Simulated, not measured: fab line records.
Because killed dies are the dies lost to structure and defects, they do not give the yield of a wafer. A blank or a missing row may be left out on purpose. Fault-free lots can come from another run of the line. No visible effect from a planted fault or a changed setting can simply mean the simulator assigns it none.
What tool caused it? -- flow ritCmos -- 13 lots, 39 wafers sampled, at 2 steps of a route of 202

## WHAT THE GAUGES SHOWED, per wafer
The record lacks any reading of a measuring or inspecting step that a usual standard deviation could be used to judge.

## EACH LOT AND THE TOOL THAT RAN IT (in order: tool; ch and the chambers of the sampled wafers; start)
lot,RIT_SDANNEAL_CLEAN_01,RIT_M1_PROBE_99
L624,"wetBench-02 ch 0, day 3 14:44",-
L625,"wetBench-03 ch 1, day 3 17:22",-
L626,"wetBench-03 ch 0, day 3 19:58",-
L627,"wetBench-03 ch 2, day 4 08:40",-
L629,"wetBench-04 ch 0, day 4 12:14",-
L634,"wetBench-03 ch 0, day 5 19:44","prober-01, day 6 03:25"
L636,"wetBench-04 ch 1, day 5 22:49","prober-01, day 6 06:49"
L637,"wetBench-03 ch 2, day 6 11:58","prober-02, day 6 19:39"
L638,"wetBench-04 ch 0, day 7 01:04",-
L641,"wetBench-04 ch 2, day 7 13:18",-
L642,"wetBench-04 ch 2, day 7 20:20",-
L644,"wetBench-04 ch 2, day 8 04:53",-
L646,"wetBench-04 ch 3, day 8 08:56",-
- RIT_SDANNEAL_CLEAN_01: cleans in dHF, time 30 s.
- RIT_M1_PROBE_99

## WHAT THE TOOLS THEMSELVES READ (means of the sampled wafers that have a number; where no wafer has one, the mark that the record gives instead)
RIT_M1_PROBE_99. Usual: killedAtContacts 0.0, standard deviation 0.2; killedAtFrontEnd 7.0, standard deviation 2.8; killedDies 7.0, standard deviation 2.8; killedOnRim 2.0, standard deviation 1.4; killedOpen 3.4, standard deviation 1.9; killedShort 3.6, standard deviation 2.
lot,tool,killedAtContacts,killedAtFrontEnd,killedDies,killedOnRim,killedOpen,killedShort,flag
L634,prober-01,0.0,45.7,45.7,10.0,4.0,3.7,OFF
L636,prober-01,0.0,7.7,7.7,1.7,3.7,4.0,
L637,prober-02,0.3,8.7,9.0,1.3,3.7,5.3,

## THE ANSWER, worked out from the rows above alone
Rule: lot off if the mean of its wafers having a number is beyond 3 standard deviations from the usual mean. Also off: a lot with no number at a reading for which 4 or more lots have one. Any other lot the step has rows for is counted as sound. Order of review: gauges by route order, followed by the tools' own readings, for which a lot's mean as printed above is used. The first step at which some lot is off is used, and at that step the reading that is off furthest; a lot without a number counts as furthest.
Off: L634, at RIT_M1_PROBE_99 (killedAtFrontEnd). Neither off nor sound, because the step has no rows for them: L624, L625, L626, L627, L629, L638, L641, L642, L644, L646.
If a tool, at that step or one of the process steps before it, ran each lot that is off and ran no sound lot following the first of them, it fits. None of those tried fits.

## WHAT HAD BEEN PUT IN BY THE SIMULATOR
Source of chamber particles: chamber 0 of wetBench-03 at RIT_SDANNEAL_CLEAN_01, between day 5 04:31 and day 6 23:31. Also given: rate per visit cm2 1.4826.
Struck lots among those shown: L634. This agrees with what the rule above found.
